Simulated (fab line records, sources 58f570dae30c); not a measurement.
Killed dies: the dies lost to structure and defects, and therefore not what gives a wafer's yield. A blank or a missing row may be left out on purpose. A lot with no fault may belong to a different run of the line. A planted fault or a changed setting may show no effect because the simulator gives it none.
Comparing a struck lot with a sound one || flow berkeley_cmos170 || 24 steps out of a route of 331
Sound: the wafers L670.2, L670.3, L670.6. Struck: wafers L662.1, L662.2, L662.6. The cause is given at the end.
Order at every step that has rows: each side's tool, ch and its chambers, its first start. Under that, the readings that differ: sound wafers || struck wafers || difference of the means || sigmas: that difference in standard deviations of wafers without a fault.
alike: readings whose means differ by less than 2 such deviations, and words and numbers that are the same on both sides. not compared: withheld readings, readings that some wafer has no value for, bounds like >300 that may hide the same value, and numbers for which the record gives no deviation and whose values overlap.
A row with sigmas, a row that says differs or no value, or rows on one side alone: a step with any of these is where the two part. Non-overlapping numbers with no deviation appear without sigmas and do not part them. Lack of a reading on every wafer of one side parts them only where that side has two or more wafers.

first, 4 steps without rows for these wafers: UCB170_PLDD_SOFTBAKE_02 (time 60 s); UCB170_PLDD_EXPOSE_03 (exposes mask PSELECT, target cd 1200 nm); UCB170_PLDD_PEB_04; UCB170_PLDD_DEVELOP_05 (develop time 45 s).
UCB170_PLDD_CD_MEAS_06 targets a cd of 1200 nm.
  sound on cd_sem-01, day 12 06:56; struck on cd_sem-02, day 10 01:31
{"reading": "cd_nm (nm)", "sound": "1202.3 1200.8 1200.2", "struck": "1198.9 1198.6 1196.5", "difference": -3.1, "sigmas": -2}
UCB170_PLDD_OVL_MEAS_07:
  sound on overlay-01, day 12 07:03; struck on overlay-01, day 10 01:38
  alike: PLDD_OVL
then, 2 steps without rows for these wafers: UCB170_PLDD_IMPLANT_08; UCB170_PLDD_IMPLANT_09.
UCB170_PLDD_STRIP_10: strips in O2.
  sound on plasma_asher-04 ch 0,1, day 12 07:23; struck on plasma_asher-04 ch 0,1, day 10 01:58
{"reading": "strip_time_to_endpoint_s (s)", "sound": "21.62 21.61 21.54", "struck": "21.77 21.73 21.74", "difference": "+0.16", "sigmas": "+2"}
  alike: drypump_motor_current_A, oes_product_au
  not compared: rf_hours_counter_h
UCB170_PLDD_TW_MEAS_11:
  sound on film_metro-04, day 12 07:29; struck on film_metro-02, day 10 02:04
  alike: PLDD_TW
then, 2 steps without rows for these wafers: UCB170_PLDD_CLEAN_12 (cleans in SPM, time 600 s); UCB170_NLDD_HMDS_00 (prime time 60 s).
UCB170_NLDD_COAT_01: resist thk 900 nm.
  sound on litho_track-02 ch 0, day 12 07:54; struck on litho_track-04 ch 0, day 10 02:50
{"reading": "model.KrF_of_NLDD_COAT_01.thk_nm (nm)", "sound": "899.3 902.6 900.2", "struck": "1007 1002 1003", "difference": "+103", "sigmas": ""}
  alike: spin_speed_rpm
then, 3 steps without rows for these wafers: UCB170_NLDD_SOFTBAKE_02 (time 60 s); UCB170_NLDD_EXPOSE_03 (exposes mask NSELECT, target cd 1200 nm); UCB170_NLDD_PEB_04.
UCB170_NLDD_DEVELOP_05: develop time 45 s.
  sound: litho_track-02 ch 0; struck: litho_track-02 ch 0
{"reading": "model.KrF_of_NLDD_COAT_01.thk_nm (nm)", "sound": "885.1 888.4 886", "struck": "992.9 987.9 988.3", "difference": "+103.2", "sigmas": ""}
UCB170_NLDD_CD_MEAS_06 targets a cd of 1200 nm.
  sound on cd_sem-01, day 12 08:43; struck on cd_sem-01, day 10 04:04
{"reading": "cd_nm (nm)", "sound": "1202.0 1200.8 1200.4", "struck": "1193.1 1193.4 1191.6", "difference": -8.4, "sigmas": -6}
UCB170_NLDD_OVL_MEAS_07:
  sound on overlay-02, day 12 08:49; struck on overlay-01, day 10 04:11
  alike: NLDD_OVL
then, 2 steps without rows for these wafers: UCB170_NLDD_IMPLANT_08; UCB170_NLDD_IMPLANT_09.
UCB170_NLDD_STRIP_10: strips in O2.
  sound on plasma_asher-01 ch 0,1, day 12 09:09; struck on plasma_asher-03 ch 0,1, day 10 04:31
{"reading": "strip_time_to_endpoint_s (s)", "sound": "21.61 21.69 21.63", "struck": "24.22 24.06 24.07", "difference": "+2.47", "sigmas": "+36"}
  alike: drypump_motor_current_A, oes_product_au
  not compared: rf_hours_counter_h
UCB170_NLDD_TW_MEAS_11:
  sound on film_metro-01, day 12 09:16; struck on film_metro-02, day 10 04:38
  alike: NLDD_TW
following that, these wafers have no rows for 1 step: UCB170_M3_PROBE_99.

## WHERE THEY PART
Earliest at UCB170_PLDD_CD_MEAS_06; latest, in this record, at UCB170_NLDD_STRIP_10. Later steps at which nothing parts them and some readings are alike: UCB170_NLDD_TW_MEAS_11.

WHY: what had been put in by the simulator
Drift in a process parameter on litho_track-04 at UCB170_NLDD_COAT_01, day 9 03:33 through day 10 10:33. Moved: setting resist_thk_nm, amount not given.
